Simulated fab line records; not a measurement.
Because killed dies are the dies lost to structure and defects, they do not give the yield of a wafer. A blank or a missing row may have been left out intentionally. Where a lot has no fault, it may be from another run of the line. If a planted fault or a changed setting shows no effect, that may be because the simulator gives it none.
8D (eight disciplines) problem report, filled in by code | flow rit cmos | the parts of the form that need people (team, actions taken, sign-off) are left out

## 1. THE PROBLEM
rf fwd power W at RIT_M1_METAL_ETCH_12 reads a mean of 219.7 W on 5 wafers of 3 lots; wafers without a fault read 249.1 W with a standard deviation of 0.75. That is -39 standard deviations from the usual mean.
The step: etches Al in Cl2/BCl3, stops on SiO2, time 165 s, target depth 600 nm.
First seen on wafer L925.1, day 7 00:35, on rie metal-04. The record holds 21 wafers of 7 lots with a number at this step. Rule for "out" (also "out of limits"): further than 4 standard deviations from the usual mean. All remaining wafers that have a number are taken as sound.

## 2. WHAT IT IS, AND WHAT IT ISN'T
question                    | is                                     | is not
which readings at this step | rf fwd power W                         | drypump motor current A, oes product au, throttle valve pct
which lots                  | L925, L927, L930                       | L912, L918, L928, L931
which wafers of those lots  | L925.1, L925.3, L927.3, L927.6, L930.6 | L925.2, L927.5, L930.2, L930.5
read on which tools         | rie metal-04                           | rie metal-03
when                        | from day 7 00:35                       | up to then (7 sound wafers); but 9 sound wafers of L927, L928, L930, L931 came after

## 3. WHAT RULES OUT EACH SUSPECT
Counting: a tool at a process step up to the reading stays a suspect if it ran every lot that is out. Sound lots after the first of them don't rule it out here, since some wafers of a struck lot are sound.
- pvd sputter-01 at RIT_M1_SPUTTER_00 (material Al, target thk 400 nm, time 500 s): kept. It ran every lot that is out, first L925 (day 6 22:50); its last sound lot up to then is L918 (day 5 13:22).
- rie metal-04 at RIT_M1_METAL_ETCH_12 (etches Al in Cl2/BCl3, stops on SiO2, time 165 s, target depth 600 nm): kept. It ran every lot that is out, first L925 (day 7 00:35); its last sound lot up to then is L912 (day 4 06:52). Its own rf fwd power W readings are out on those wafers.
- Within rie metal-04 at RIT_M1_METAL_ETCH_12, the wafers that are out were processed in chamber 0 and their sound lot-mates in chamber 1.
What counting leaves: pvd sputter-01 at RIT_M1_SPUTTER_00 and rie metal-04 at RIT_M1_METAL_ETCH_12.

## 4. THE CAUSE (what the simulator had put in)
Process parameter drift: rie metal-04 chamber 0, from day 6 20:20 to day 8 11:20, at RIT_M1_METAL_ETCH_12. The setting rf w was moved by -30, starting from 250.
Counting left 2 suspects, and this tool is among them.

## 5. THE EFFECT CHAIN, in route order
Each row: a reading where the mean over the struck wafers with a number is more than 3 standard deviations away from the usual. Readings are gone through only where the record gives a usual standard deviation; hours: the median, over the lots, of the time from a lot's start at the first step in this table giving one to that lot's start at this step; sigmas: the change measured in usual standard deviations.
hours | step                 | reading        | usual   | on struck wafers | change | sigmas
0     | RIT_M1_METAL_ETCH_12 | rf fwd power W | 249.1 W | 219.7            | -29.4  | -39
Process steps it contains:
- RIT_M1_METAL_ETCH_12: etches Al in Cl2/BCl3, stops on SiO2, time 165 s, target depth 600 nm.

## 6. WHAT WOULD HAVE CAUGHT IT SOONER
4 hours passed between the start of the fault at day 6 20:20 and the first reading out of limits in this record, taken at day 7 00:35.
